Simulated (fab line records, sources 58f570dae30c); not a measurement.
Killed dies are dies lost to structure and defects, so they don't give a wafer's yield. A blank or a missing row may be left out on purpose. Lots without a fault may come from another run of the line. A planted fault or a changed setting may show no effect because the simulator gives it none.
Problem report in the 8D (eight disciplines) form, filled by code | flow berkeley_cmos170 | the parts of the form that need people (team, actions taken, sign-off) are left out

1. THE PROBLEM
run_length_s at UCB170_PWELL_ETCH_14 reads a mean of 199.6 s on 6 wafers of 2 lots; wafers without a fault read 179.2 s with a standard deviation of 0.44. That is +46 standard deviations from the usual mean.
The step: etches Si3N4 in CH3F/Ar/O2, stops on SiO2, target depth 242 nm, time 151 s.
First seen on wafer L644.3, day 5 15:26, on rie_diel-02. The record holds 42 wafers of 14 lots with a number at this step. Rule for "out", or "out of limits": more than 4 standard deviations from the usual mean. The other wafers with a number count as sound.

2. WHAT IT IS AND WHAT IT IS NOT
question                    | is                     | is not
which readings at this step | run_length_s           | CH3F_flow_sccm, drypump_motor_current_A, throttle_valve_pct
which lots                  | L644, L646             | L632, L633, L635, L636, L637, L639, L641, L647, L648, L651, L653, L654
which wafers of those lots  | all that have a number | -
read on which tools         | rie_diel-02            | rie_diel-01, rie_diel-04
when                        | from day 5 15:26       | up to then (21 sound wafers); but 15 sound wafers of L647, L648, L651, L653, L654 came after

3. SUSPECTS, AND WHAT RULES EACH OUT
Counting: a tool at a process step up to the reading stays a suspect if it ran every lot that is out and no sound lot after the first of them.
- rie_diel-02 at UCB170_PWELL_ETCH_14 (etches Si3N4 in CH3F/Ar/O2, stops on SiO2, target depth 242 nm, time 151 s): kept. It ran every lot that is out, first L644 (day 5 15:26), and no sound lot after that; its last sound lot up to then is L639 (day 4 15:01). Its own readings are out on those wafers: run_length_s.
Left after counting: rie_diel-02 at UCB170_PWELL_ETCH_14.

4. THE CAUSE (what the simulator had put in)
Process parameter drift: rie_diel-02, from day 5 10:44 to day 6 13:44, at UCB170_PWELL_ETCH_14. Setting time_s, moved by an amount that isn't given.
Counting left only this tool.

5. THE CHAIN OF EFFECTS, in route order
Each row: a reading whose mean over the struck wafers that have a number lies more than 3 standard deviations from the usual. Only readings for which the record gives a usual standard deviation are gone through. hours: the time from each lot's start at the first step in this table that gives one to its start at this step, as a median over the lots. sigmas: the change in usual standard deviations.
hours | step                  | reading                  | usual      | on struck wafers | change | sigmas
0     | UCB170_PWELL_ETCH_14  | oes_product_au           | 0.931 a.u. | 0.864            | -0.067 | -5.1
0     | UCB170_PWELL_ETCH_14  | run_length_s             | 179.2 s    | 199.6            | +20.4  | +46
0     | UCB170_PWELL_STRIP_16 | strip_time_to_endpoint_s | 18.12 s    | 17.62            | -0.50  | -6.7
The process steps in it:
- UCB170_PWELL_ETCH_14: etches Si3N4 in CH3F/Ar/O2, stops on SiO2, target depth 242 nm, time 151 s.
- UCB170_PWELL_STRIP_16: strips in O2.

6. WHAT WOULD HAVE CAUGHT IT SOONER
In this record the first reading out of limits was taken at day 5 15:26, 5 hours after the fault began at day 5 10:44.
